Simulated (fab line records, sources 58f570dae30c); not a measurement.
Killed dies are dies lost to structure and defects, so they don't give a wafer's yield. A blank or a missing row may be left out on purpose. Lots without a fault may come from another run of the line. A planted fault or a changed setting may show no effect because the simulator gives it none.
fab line records | flow berkeley_cmos170 | part 1 of 2: steps 1 to 29 of 43
record lots=5 wafers=15 last_day=13
route steps=331 shown M2@281 V2@292 M3@309
lots that met no fault: from a run of the same line without faults
start_h: hours from the record's first day to the start of the lot's first wafer shown | wait_h: hours since the lot's step before | " the same as in the row above | L1.1+2: a row that stands for several wafers | - no value, or no start given | * or withheld: withheld | < > ~ a bound
route shown NAME@n: a module of which the file shows steps, and the number in the route of the first | usual: mean/standard deviation of fault-free wafers | same: alike in all rows | chamber/n: place in a boat | sites: the reading at each site | _std_site: their standard deviation | _edge_site: outer sites' mean less inner sites' | radius_mm: how far each site lies from the wafer's centre | mask NAME#n: copy n | behind: the tool/chamber that last shaped the wafer | hold: why the lot was held/for how many hours/how that ended | device: the transistor (n, p or np) that didn't switch | end of line: the same wafers' tests at the end of the route | a step without rows: its recipe alone | killed: dies lost to structure and defects at the first sort, not the wafer's yield | map: a wafer's dies, x killed, . not, _ none there
set.NAME: the setting as run; set.NAME@STEP: as run at that earlier step | model.NAME: the simulator's own value behind a step, which no gauge read
lots at some steps of the route; a table a step, a row a wafer
services: from which hour (start_h, from the record's first day; less than 0 if before it) a tool's chamber was out of use, for how many hours, and why
## steps
# step UCB170_M2_COAT_10
# recipe resist=KrF spin_rpm=1500 resist_thk_nm=900
# columns lot.wafer tool chamber start_h wait_h
L075.1+3+6 litho_track-04 0 - -
L078.3+4+6 litho_track-04 0 - -
L081.1+5+6 litho_track-01 0 - -
L091.2+4+6 litho_track-03 0 - -
L095.2+4+5 litho_track-03 0 - -
# step UCB170_M2_SOFTBAKE_11
# recipe resist=KrF temp_c=130 time_s=60
# columns lot.wafer tool chamber start_h wait_h
L075.1+3+6 litho_track-04 0 - -
L078.3+4+6 litho_track-04 0 - -
L081.1+5+6 litho_track-01 0 - -
L091.2+4+6 litho_track-03 0 - -
L095.2+4+5 litho_track-03 0 - -
# step UCB170_M2_EXPOSE_12
# recipe mask_id=METAL2 target_cd_nm=700 na=0.5 sigma_outer=0.6 source_shape=conventional dose_mj=26
# columns lot.wafer tool chamber start_h wait_h mask
L075.1+3+6 krf_scanner-02 0 195.97 - METAL2#0
L078.3+4+6 krf_scanner-01 0 216.60 - METAL2#0
L081.1+5+6 krf_scanner-01 0 233.45 - METAL2#0
L091.2+4+6 krf_scanner-02 0 291.34 - METAL2#0
L095.2+4+5 krf_scanner-02 0 301.28 - METAL2#0
# step UCB170_M2_PEB_13
# recipe peb_temp_c=130 peb_time_s=withheld resist=KrF
# columns lot.wafer tool chamber start_h wait_h
L075.1+3+6 litho_track-04 0 196.29 0.3
L078.3+4+6 litho_track-03 0 216.97 0.3
L081.1+5+6 litho_track-01 0 233.72 0.3
L091.2+4+6 litho_track-04 0 292.17 0.8
L095.2+4+5 litho_track-01 0 301.42 0.1
# step UCB170_M2_DEVELOP_14
# recipe developer=TMAH develop_time_s=45 resist=KrF dev_temp_c=21
# columns lot.wafer tool chamber start_h wait_h
L075.1+3+6 litho_track-04 0 - -
L078.3+4+6 litho_track-03 0 - -
L081.1+5+6 litho_track-01 0 - -
L091.2+4+6 litho_track-04 0 - -
L095.2+4+5 litho_track-01 0 - -
# step UCB170_M2_CD_MEAS_15
# recipe target_cd_nm=700
# usual cd_nm=700.0/1.6
# columns lot.wafer tool chamber start_h wait_h cd_nm
L075.1 cd_sem-01 - 196.57 - 699.1
L075.3 " - " " 699.0
L075.6 " - " " 699.3
L078.3 cd_sem-01 - 217.24 - 701.8
L078.4 " - " " 701.5
L078.6 " - " " 701.9
L081.1 cd_sem-02 - 234.00 - 698.9
L081.5 " - " " 696.8
L081.6 " - " " 699.3
L091.2 cd_sem-01 - 292.44 - 701.3
L091.4 " - " " 701.6
L091.6 " - " " 702.0
L095.2 cd_sem-01 - 301.69 - 701.4
L095.4 " - " " 701.8
L095.5 " - " " 700.3
# step UCB170_M2_OVL_MEAS_16
# usual M2_OVL=-2/5.2
# columns lot.wafer tool chamber start_h wait_h M2_OVL[nm]
L075.1 overlay-02 - 196.69 0.1 -7
L075.3 " - " " -3
L075.6 " - " " 1
L078.3 overlay-02 - 217.33 0.1 0
L078.4 " - " " -3
L078.6 " - " " 0
L081.1 overlay-01 - 234.12 0.1 -2
L081.5 " - " " -6
L081.6 " - " " 0
L091.2 overlay-02 - 292.55 0.1 4
L091.4 " - " " 1
L091.6 " - " " 3
L095.2 overlay-02 - 301.80 0.1 -6
L095.4 " - " " -5
L095.5 " - " " 3
# step UCB170_M2_ETCH_17
# recipe chemistry=N2/H2 target_depth_a=withheld overetch_a=withheld target=BARC time_s=withheld source_w=500 bias_w=100 pressure_mtorr=30 n2_flow_sccm=100 h2_flow_sccm=200
# usual drypump_motor_current_A=6.0/0.46 oes_product_au=1.004/0.017 rf_fwd_power_W=495.1/1.8 throttle_valve_pct=13.33/0.11
# columns lot.wafer tool chamber start_h wait_h drypump_motor_current_A oes_product_au rf_fwd_power_W throttle_valve_pct
L075.1 rie_diel-04 3 196.73 0.0 5.4 0.995 496.1 13.54
L075.3 " 0 " " 5.9 1.014 494.0 13.52
L075.6 " 3 " " 5.4 0.996 495.5 13.53
L078.3 rie_diel-02 3 217.35 0.0 6.3 1.034 498.7 13.36
L078.4 " 3 " " 6.3 1.036 497.5 13.36
L078.6 " 2 " " 6.2 1.012 494.5 13.26
L081.1 rie_diel-03 2 234.16 0.0 6.4 1.038 493.8 13.17
L081.5 " 3 " " 5.5 1.002 496.2 13.26
L081.6 " 2 " " 6.4 1.031 492.8 13.17
L091.2 rie_diel-02 1 292.58 0.0 6.5 1.010 494.9 13.20
L091.4 " 2 " " 6.2 1.000 494.3 13.26
L091.6 " 3 " " 6.3 1.027 496.5 13.36
L095.2 rie_diel-02 1 301.83 0.0 6.5 1.020 495.0 13.19
L095.4 " 0 " " 6.1 0.998 495.4 13.40
L095.5 " 0 " " 6.1 1.010 494.5 13.41
# step UCB170_M2_METAL_ETCH_18
# recipe chemistry=Cl2/BCl3 target=Al stop_on=SiO2 pressure_mtorr=12 target_depth_a=11700 over_etch_frac=0.3 time_s=195 icp_w=600 bias_w=120 Cl2_flow_sccm=90 bcl3_flow_sccm=45
# usual drypump_motor_current_A=6.2/0.33 oes_product_au=0.857/0.0097 rf_fwd_power_W=598.1/1.7 throttle_valve_pct=24.45/0.084
# columns lot.wafer tool chamber start_h wait_h drypump_motor_current_A oes_product_au rf_fwd_power_W rf_hours_counter_h throttle_valve_pct
L075.1 rie_metal-01 0 196.77 - 5.7 0.859 600.8 10 24.39
L075.3 " 0 " " 5.7 0.852 599.9 - 24.40
L075.6 " 0 " " 5.8 0.866 599.8 - 24.40
L078.3 rie_metal-03 0 217.46 - 5.8 0.847 596.1 - 24.51
L078.4 " 1 " " 6.3 0.859 597.5 - 24.30
L078.6 " 1 " " 6.3 0.857 598.4 - 24.32
L081.1 rie_metal-02 1 234.20 - 6.2 0.845 597.8 3 24.54
L081.5 " 0 " " 6.7 0.848 598.0 - 24.43
L081.6 " 1 " " 6.3 0.837 597.6 - 24.53
L091.2 rie_metal-02 0 292.62 - 6.6 0.858 599.2 9 24.44
L091.4 " 1 " " 6.2 0.839 593.1 - 24.51
L091.6 " 1 " " 6.3 0.840 597.0 - 24.52
L095.2 rie_metal-01 1 301.87 - 6.2 0.864 597.7 2 24.62
L095.4 " 0 " " 5.7 0.880 600.0 - 24.42
L095.5 " 1 " " 6.2 0.869 600.3 - 24.62
# step UCB170_M2_STRIP_19
# recipe chemistry=O2 power_w=400 pressure_mtorr=3500 platen_temp_c=withheld o2_flow_sccm=400 overash_fraction=0.5
# usual drypump_motor_current_A=5.8/0.52 oes_product_au=0.542/0.015
# same overash_fraction=0.5
# columns lot.wafer tool chamber start_h wait_h drypump_motor_current_A oes_product_au rf_hours_counter_h
L075.1 plasma_asher-04 0 197.14 0.3 6.1 0.528 46
L075.3 " 1 " " 5.3 0.538 -
L075.6 " 1 " " 5.3 0.537 -
L078.3 plasma_asher-01 1 217.62 0.1 6.5 0.562 -
L078.4 " 0 " " 5.8 0.537 -
L078.6 " 1 " " 6.5 0.538 -
L081.1 plasma_asher-04 0 234.39 0.1 6.1 0.544 50
L081.5 " 0 " " 6.1 0.520 -
L081.6 " 1 " " 5.3 0.544 -
L091.2 plasma_asher-02 0 292.81 0.1 4.9 0.519 51
L091.4 " 1 " " 5.9 0.547 -
L091.6 " 0 " " 4.9 0.542 -
L095.2 plasma_asher-04 0 302.06 0.1 6.1 0.560 58
L095.4 " 0 " " 6.1 0.529 -
L095.5 " 1 " " 5.3 0.544 -
# step UCB170_M2_CD_MEAS_90
# recipe target_cd_nm=700
# usual cd_nm=700/3.8
# columns lot.wafer tool chamber start_h wait_h cd_nm
L075.1 cd_sem-02 - 197.24 0.1 696
L075.3 " - " " 698
L075.6 " - " " 697
L078.3 cd_sem-02 - 217.72 0.1 697
L078.4 " - " " 705
L078.6 " - " " 706
L081.1 cd_sem-02 - 234.49 0.1 699
L081.5 " - " " 696
L081.6 " - " " 702
L091.2 cd_sem-01 - 292.93 0.1 697
L091.4 " - " " 709
L091.6 " - " " 703
L095.2 cd_sem-02 - 302.18 0.1 705
L095.4 " - " " 704
L095.5 " - " " 701
# step UCB170_V2_CVD_00
# recipe material=SiO2 target_thk_nm=2000 temp_c=390 precursor=TEOS/O2 time_s=250 rf_w=550 pressure_mtorr=9000
# usual heater_power_w=242/55 rf_fwd_power_W=548.7/1.7
# columns lot.wafer tool chamber start_h wait_h heater_power_w rf_fwd_power_W
L075.1 pecvd-02 1 197.36 0.1 274 551.1
L075.3 " 0 " " 213 550.1
L075.6 " 2 " " 297 549.4
L078.3 pecvd-04 0 217.80 0.1 299 546.8
L078.4 " 2 " " 208 546.4
L078.6 " 0 " " 247 552.1
L081.1 pecvd-04 1 234.61 0.1 258 549.9
L081.5 " 2 " " 205 548.8
L081.6 " 0 " " 248 549.5
L091.2 pecvd-02 1 293.03 0.1 270 543.1
L091.4 " 0 " " 208 547.8
L091.6 " 1 " " 315 544.4
L095.2 pecvd-01 2 302.28 0.1 186 548.5
L095.4 " 2 " " 257 549.1
L095.5 " 0 " " 236 548.8
# step UCB170_V2_THK_MEAS_01
# recipe reads=SiO2_of_V2_CVD_00
# usual V2_TEOS_THK=2004/26
# columns lot.wafer tool chamber start_h wait_h V2_TEOS_THK[nm]
L075.1 film_metro-03 - 197.52 0.1 2008
L075.3 " - " " 1989
L075.6 " - " " 1992
L078.3 film_metro-03 - 217.98 0.1 2012
L078.4 " - " " 2012
L078.6 " - " " 2033
L081.1 film_metro-02 - 234.76 0.1 2005
L081.5 " - " " 2025
L081.6 " - " " 2024
L091.2 film_metro-04 - 293.19 0.1 1995
L091.4 " - " " 1983
L091.6 " - " " 2021
L095.2 film_metro-04 - 302.44 0.1 1986
L095.4 " - " " 2007
L095.5 " - " " 2025
# step UCB170_V2_CMP_02
# recipe material=SiO2 down_force_psi=6 platen_rpm=60 pad_velocity_m_s=0.75398
# usual motor_current_A=17.0/1.9 platen_rpm=60.00/0.048
# columns lot.wafer tool chamber start_h wait_h motor_current_A platen_rpm
L075.1 cmp-02 0 197.68 0.1 17.6 59.91
L075.3 " 1 " " 18.9 60.03
L075.6 " 3 " " 16.9 60.07
L078.4 cmp-02 1 218.07 0.1 18.7 59.99
L078.3 " 2 " " 15.6 60.02
L078.6 " 0 " " 18.3 60.02
L081.1 cmp-02 3 234.92 0.1 16.6 60.01
L081.5 " 1 " " 18.7 60.01
L081.6 " 2 " " 15.6 60.02
L091.4 cmp-02 0 293.24 0.0 17.7 59.94
L091.2 " 2 " " 15.4 60.02
L091.6 " 1 " " 18.6 60.02
L095.2 cmp-02 3 302.49 0.0 17.1 59.96
L095.4 " 0 " " 17.6 60.02
L095.5 " 3 " " 17.0 60.05
# step UCB170_V2_BOW_MEAS_03
# recipe mode=bow
# usual V2_BOW=38/6.8
# columns lot.wafer tool chamber start_h wait_h V2_BOW[um]
L075.1 film_metro-02 - 197.88 0.1 37
L075.3 " - " " 43
L075.6 " - " " 36
L078.3 film_metro-04 - 218.36 0.2 51
L078.4 " - " " 42
L078.6 " - " " 40
L081.1 film_metro-02 - 235.12 0.1 34
L081.5 " - " " 32
L081.6 " - " " 47
L091.2 film_metro-02 - 293.56 0.2 39
L091.4 " - " " 28
L091.6 " - " " 33
L095.2 film_metro-04 - 302.81 0.3 26
L095.4 " - " " 47
L095.5 " - " " 29
# step UCB170_V2_THK_MEAS_04
# recipe reads=SiO2_of_V2_CVD_00
# usual V2_POLISHED_THK=999.7/1.1
# columns lot.wafer tool chamber start_h wait_h V2_POLISHED_THK[nm]
L075.1 film_metro-02 - 198.00 0.1 1000.6
L075.3 " - " " 1001.7
L075.6 " - " " 999.0
L078.3 film_metro-04 - 218.46 0.1 1000.4
L078.4 " - " " 1001.8
L078.6 " - " " 999.5
L081.1 film_metro-02 - 235.24 0.1 1000.1
L081.5 " - " " 1000.8
L081.6 " - " " 999.9
L091.2 film_metro-02 - 293.67 0.1 998.6
L091.4 " - " " 998.1
L091.6 " - " " 1001.7
L095.2 film_metro-04 - 302.92 0.1 998.4
L095.4 " - " " 998.9
L095.5 " - " " 998.3
# step UCB170_V2_CLEAN_05
# recipe chemistry=DIW
# columns lot.wafer tool chamber start_h wait_h
L075.1+3+6 wet_bench-01 3 198.06 0.1
L078.3+4+6 wet_bench-01 3 218.50 0.0
L081.1+5+6 wet_bench-02 3 235.30 0.1
L091.2+4+6 wet_bench-03 3 293.80 0.1
L095.2+4+5 wet_bench-02 1 302.97 0.0
# step UCB170_V2_HMDS_06
# recipe prime_time_s=60 prime_temp_c=100
# columns lot.wafer tool chamber start_h wait_h
L075.1+3+6 litho_track-02 0 198.25 0.0
L078.3+4+6 litho_track-02 0 218.72 0.1
L081.1+5+6 litho_track-01 0 235.69 0.2
L091.2+4+6 litho_track-02 0 294.21 0.2
L095.2+4+5 litho_track-01 0 303.38 0.0
# step UCB170_V2_COAT_07
# recipe resist=KrF spin_rpm=1500 resist_thk_nm=900
# columns lot.wafer tool chamber start_h wait_h
L075.1+3+6 litho_track-02 0 198.40 0.1
L078.3+4+6 litho_track-02 0 218.87 0.1
L081.1+5+6 litho_track-01 0 235.84 0.1
L091.2+4+6 litho_track-02 0 294.36 0.1
L095.2+4+5 litho_track-01 0 303.53 0.1
# step UCB170_V2_SOFTBAKE_08
# recipe resist=KrF temp_c=130 time_s=60
# columns lot.wafer tool chamber start_h wait_h
L075.1+3+6 litho_track-02 0 198.55 0.1
L078.3+4+6 litho_track-02 0 219.02 0.1
L081.1+5+6 litho_track-01 0 235.99 0.1
L091.2+4+6 litho_track-02 0 294.51 0.1
L095.2+4+5 litho_track-01 0 303.68 0.1
# step UCB170_V2_EXPOSE_09
# recipe mask_id=VIA2 target_cd_nm=700 na=0.5 sigma_outer=0.6 source_shape=conventional dose_mj=37
# columns lot.wafer tool chamber start_h wait_h mask
L075.1+3+6 krf_scanner-02 0 198.70 0.1 VIA2#0
L078.3+4+6 krf_scanner-01 0 219.29 0.2 VIA2#0
L081.1+5+6 krf_scanner-01 0 236.30 0.3 VIA2#0
L091.2+4+6 krf_scanner-02 0 294.78 0.2 VIA2#0
L095.2+4+5 krf_scanner-01 0 303.95 0.2 VIA2#0
# step UCB170_V2_PEB_10
# recipe peb_temp_c=130 peb_time_s=withheld resist=KrF
# columns lot.wafer tool chamber start_h wait_h
L075.1+3+6 litho_track-02 0 198.82 0.1
L078.3+4+6 litho_track-03 0 219.58 0.3
L081.1+5+6 litho_track-02 0 236.63 0.3
L091.2+4+6 litho_track-01 0 295.37 0.6
L095.2+4+5 litho_track-01 0 304.07 0.1
# step UCB170_V2_DEVELOP_11
# recipe developer=TMAH develop_time_s=45 resist=KrF dev_temp_c=21
# columns lot.wafer tool chamber start_h wait_h
L075.1+3+6 litho_track-02 0 - -
L078.3+4+6 litho_track-03 0 - -
L081.1+5+6 litho_track-02 0 - -
L091.2+4+6 litho_track-01 0 - -
L095.2+4+5 litho_track-01 0 - -
# step UCB170_V2_CD_MEAS_12
# recipe target_cd_nm=700
# usual cd_nm=699.8/1.4
# columns lot.wafer tool chamber start_h wait_h cd_nm
L075.1 cd_sem-01 - 199.09 - 700.4
L075.3 " - " " 698.9
L075.6 " - " " 699.0
L078.3 cd_sem-01 - 219.85 - 699.3
L078.4 " - " " 701.2
L078.6 " - " " 700.4
L081.1 cd_sem-02 - 236.91 - 700.0
L081.5 " - " " 700.2
L081.6 " - " " 701.1
L091.2 cd_sem-01 - 295.64 - 701.3
L091.4 " - " " 700.8
L091.6 " - " " 701.5
L095.2 cd_sem-02 - 304.34 - 700.7
L095.4 " - " " 699.9
L095.5 " - " " 701.5
# step UCB170_V2_OVL_MEAS_13
# usual V2_OVL=1/4.9
# columns lot.wafer tool chamber start_h wait_h V2_OVL[nm]
L075.1 overlay-02 - 199.21 0.1 2
L075.3 " - " " -8
L075.6 " - " " 5
L078.3 overlay-01 - 219.94 0.1 -3
L078.4 " - " " -6
L078.6 " - " " 2
L081.1 overlay-01 - 237.03 0.1 -3
L081.5 " - " " -5
L081.6 " - " " -2
L091.2 overlay-02 - 295.74 0.1 2
L091.4 " - " " -1
L091.6 " - " " 10
L095.2 overlay-02 - 304.45 0.1 -3
L095.4 " - " " -7
L095.5 " - " " 6
# step UCB170_V2_ETCH_14
# recipe chemistry=CHF3/CF4/Ar target=SiO2 stop_on=Al CHF3_flow_sccm=45 cf4_flow_sccm=15 Ar_flow_sccm=150 pressure_mtorr=200 rf_w=700 target_depth_a=12500 over_etch_frac=0.25 time_s=291
# usual drypump_motor_current_A=6.0/0.46 oes_product_au=0.874/0.0099 rf_fwd_power_W=698.3/2.2 throttle_valve_pct=6.94/0.11
# columns lot.wafer tool chamber start_h wait_h drypump_motor_current_A oes_product_au rf_fwd_power_W rf_hours_counter_h throttle_valve_pct
L075.1 rie_diel-02 2 199.25 0.0 6.2 0.864 698.0 120 7.00
L075.3 " 1 " " 6.5 0.872 701.6 5 6.86
L075.6 " 0 " " 6.0 0.889 699.7 - 6.94
L078.3 rie_diel-03 1 219.96 0.0 6.2 0.874 697.5 77 7.03
L078.4 " 3 " " 5.5 0.857 694.8 4 6.93
L078.6 " 1 " " 6.2 0.878 697.3 - 7.02
L081.1 rie_diel-01 0 237.06 0.0 6.4 0.864 697.9 108 6.79
L081.5 " 3 " " 6.3 0.869 697.5 - 7.02
L081.6 " 0 " " 6.3 0.859 700.7 - 6.80
L091.2 rie_diel-01 3 295.77 0.0 6.3 0.876 700.3 63 7.03
L091.4 " 0 " " 6.4 0.866 696.7 110 6.79
L091.6 " 0 " " 6.4 0.864 697.4 - 6.80
L095.2 rie_diel-02 2 304.48 0.0 6.2 0.869 697.8 124 7.01
L095.4 " 0 " " 6.0 0.883 696.6 92 6.94
L095.5 " 0 " " 6.1 0.884 697.8 - 6.97
# step UCB170_V2_STRIP_15
# recipe chemistry=O2 power_w=400 pressure_mtorr=3500 platen_temp_c=withheld o2_flow_sccm=400 overash_fraction=0.5
# usual drypump_motor_current_A=5.5/0.44 oes_product_au=0.722/0.0041 strip_time_to_endpoint_s=15.34/0.11
# same overash_fraction=0.5
# columns lot.wafer tool chamber start_h wait_h drypump_motor_current_A oes_product_au rf_hours_counter_h strip_time_to_endpoint_s
L075.1 plasma_asher-04 1 199.43 0.1 5.3 0.723 46 15.30
L075.3 " 1 " " 5.3 0.726 - 15.24
L075.6 " 0 " " 6.1 0.724 - 15.26
L078.3 plasma_asher-04 0 220.17 0.1 6.1 0.726 - 15.62
L078.4 " 1 " " 5.3 0.717 - 15.44
L078.6 " 1 " " 5.3 0.713 - 15.60
L081.1 plasma_asher-04 0 237.24 0.1 6.1 0.731 50 15.36
L081.5 " 0 " " 6.1 0.726 - 15.40
L081.6 " 1 " " 5.3 0.728 - 15.36
L091.2 plasma_asher-04 0 295.95 0.1 6.1 0.720 57 15.35
L091.4 " 1 " " 5.3 0.728 - 15.33
L091.6 " 0 " " 6.1 0.723 - 15.36
L095.2 plasma_asher-04 0 304.66 0.1 6.1 0.722 58 15.27
L095.4 " 1 " " 5.3 0.726 - 15.25
L095.5 " 0 " " 6.1 0.712 - 15.25
# step UCB170_V2_CD_MEAS_90
# recipe target_cd_nm=700
# usual cd_nm=699.9/1.6
# columns lot.wafer tool chamber start_h wait_h cd_nm
L075.1 cd_sem-01 - 199.53 0.1 701.4
L075.3 " - " " 698.4
L075.6 " - " " 699.2
L078.3 cd_sem-02 - 220.28 0.1 699.0
L078.4 " - " " 701.5
L078.6 " - " " 699.8
L081.1 cd_sem-02 - 237.34 0.1 700.5
L081.5 " - " " 699.0
L081.6 " - " " 700.7
L091.2 cd_sem-02 - 296.07 0.1 699.7
L091.4 " - " " 700.3
L091.6 " - " " 701.5
L095.2 cd_sem-01 - 304.84 0.2 701.7
L095.4 " - " " 698.9
L095.5 " - " " 700.7
# step UCB170_M3_PRE_CLEAN_00
# recipe gas=Ar preclean_etch_time_s=60
# columns lot.wafer tool chamber start_h wait_h
L075.1+3+6 pvd_sputter-02 - 199.65 0.1
L078.3+4+6 pvd_sputter-03 - 220.36 0.1
L081.1+5+6 pvd_sputter-03 - 237.46 0.1
L091.2+4+6 pvd_sputter-02 - 296.17 0.1
L095.2+4+5 pvd_sputter-02 - 304.94 0.1
